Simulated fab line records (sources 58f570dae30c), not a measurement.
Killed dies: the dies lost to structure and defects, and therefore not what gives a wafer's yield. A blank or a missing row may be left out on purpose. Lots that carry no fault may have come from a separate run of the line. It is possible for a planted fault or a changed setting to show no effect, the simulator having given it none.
Split-lot experiment + flow berkeleyCmos170 + on a route of 331 steps: 5 lots, 23 wafers read

THE SPLIT ITSELF
At UCB170_PFIELD_COAT_01 (resist thk 900 nm), the setting resistThkNm was moved away from the recipe's 900 nm on 5 of the 23 wafers read, by -3.0% to +1.7%. This setting was run at the recipe's value on the other wafers.

The split's own step is where the reading is taken.

THE READING
KrF_of_PFIELD_COAT_01.thkNm (the simulator's own value, which no gauge read), in nm, at UCB170_PFIELD_COAT_01 (resist thk 900 nm). The file gives no usual value for it. Average 901.3 nm, standard deviation 2.5 nm, over the 18 wafers here run with the recipe.

| wafer  | tool, chamber at the split | resistThkNm as run, nm | against the recipe | KrF_of_PFIELD_COAT_01.thkNm, nm | against lot-mates on the recipe |
|--------|----------------------------|------------------------|--------------------|---------------------------------|---------------------------------|
| L076.1 | lithoTrack-01, 0           | 915.6                  | +1.7%              | 921.9                           | +16.3                           |
| L076.2 | lithoTrack-01, 0           | 900                    | recipe             | 904.3                           | -                               |
| L076.3 | lithoTrack-01, 0           | 915.6                  | +1.7%              | 921                             | +15.4                           |
| L076.4 | lithoTrack-01, 0           | 900                    | recipe             | 905.6                           | -                               |
| L076.6 | lithoTrack-01, 0           | 900                    | recipe             | 907                             | -                               |
| L077.1 | lithoTrack-04, 0           | 900                    | recipe             | 902.3                           | -                               |
| L077.2 | lithoTrack-04, 0           | 900                    | recipe             | 903.1                           | -                               |
| L077.3 | lithoTrack-04, 0           | 900                    | recipe             | 899.6                           | -                               |
| L077.4 | lithoTrack-04, 0           | 900                    | recipe             | 900                             | -                               |
| L077.6 | lithoTrack-04, 0           | 900                    | recipe             | 899.8                           | -                               |
| L081.1 | lithoTrack-03, 0           | 872.6                  | -3.0%              | 874.4                           | -26.6                           |
| L081.2 | lithoTrack-03, 0           | 872.6                  | -3.0%              | 874.9                           | -26.1                           |
| L081.4 | lithoTrack-03, 0           | 900                    | recipe             | 899.9                           | -                               |
| L081.5 | lithoTrack-03, 0           | 900                    | recipe             | 902.1                           | -                               |
| L081.6 | lithoTrack-03, 0           | 872.6                  | -3.0%              | 879                             | -22.0                           |
| L079.1 | lithoTrack-04, 0           | 900                    | recipe             | 900.7                           | -                               |
| L079.2 | lithoTrack-04, 0           | 900                    | recipe             | 901.2                           | -                               |
| L079.4 | lithoTrack-04, 0           | 900                    | recipe             | 897.9                           | -                               |
| L079.5 | lithoTrack-04, 0           | 900                    | recipe             | 899.6                           | -                               |
| L079.6 | lithoTrack-04, 0           | 900                    | recipe             | 902.2                           | -                               |
| L083.1 | lithoTrack-04, 0           | 900                    | recipe             | 900.6                           | -                               |
| L083.5 | lithoTrack-04, 0           | 900                    | recipe             | 901.5                           | -                               |
| L083.6 | lithoTrack-04, 0           | 900                    | recipe             | 896.9                           | -                               |

FIT RESULTS
A straight line over all 23 wafers: KrF_of_PFIELD_COAT_01.thkNm changes by +8.99 nm for each +1% of resistThkNm; r = +0.97; the points scatter about the line by 2.8 nm.
The same after taking each lot's own level away (the mean of its wafers on the recipe; 23 wafers): +8.38 nm for each +1%; r = +0.99; scatter 1.6 nm.
According to that fit, moving resistThkNm by its largest amount changes the reading by 26 nm.
Across the lots, their own levels run from 899.67 to 905.63 nm, a range of 2.4 times the standard deviation given above.
The two slopes agree, so the slope changes little with the lot-to-lot level.
Check: -24.8 nm against its lot-mates is what the line predicts for one of the wafers moved furthest among these (-3.0%) when that wafer is left out of the fit. Against them it came out at -26.6 nm.

THESE WAFERS: OTHER SPLITS
Before the reading, these wafers also passed through other splits. Each is held against what the fit with the lots' levels taken away leaves over:
| other split on the same wafers      | wafers away from the commonest value | r with KrF_of_PFIELD_COAT_01.thkNm (lot level and that fit taken away) |
|-------------------------------------|--------------------------------------|------------------------------------------------------------------------|
| UCB170_NWELL_IMPLANT_14 doseCm2     | 5                                    | +0.34                                                                  |
| UCB170_PWELL_COAT_08 resistThkNm    | 10                                   | +0.00                                                                  |
| UCB170_PWELL_ETCH_14 overEtchFrac   | 6                                    | +0.08                                                                  |
| UCB170_WELLDRIVE_OXIDATION_01 tempC | 15                                   | +0.05                                                                  |
| UCB170_ACTIVE_COAT_08 resistThkNm   | 8                                    | -0.09                                                                  |

THE WHOLE CHAIN: every reading that the file lists as answering this split, in the file's order
| step                   | what it does      | reading                                                                      | change (the file's fit)              | r (the file's) |
|------------------------|-------------------|------------------------------------------------------------------------------|--------------------------------------|----------------|
| UCB170_PFIELD_COAT_01  | resist thk 900 nm | KrF_of_PFIELD_COAT_01.thkNm (the simulator's own value, which no gauge read) | +8.42 nm for each +1% of the setting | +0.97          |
| UCB170_PFIELD_STRIP_08 | strips in O2      | stripTimeToEndpointS                                                         | withheld for each +1% of the setting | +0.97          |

FILE'S OWN FIT
KrF_of_PFIELD_COAT_01.thkNm changes by +8.42 nm for each +1% of resistThkNm, r = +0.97.
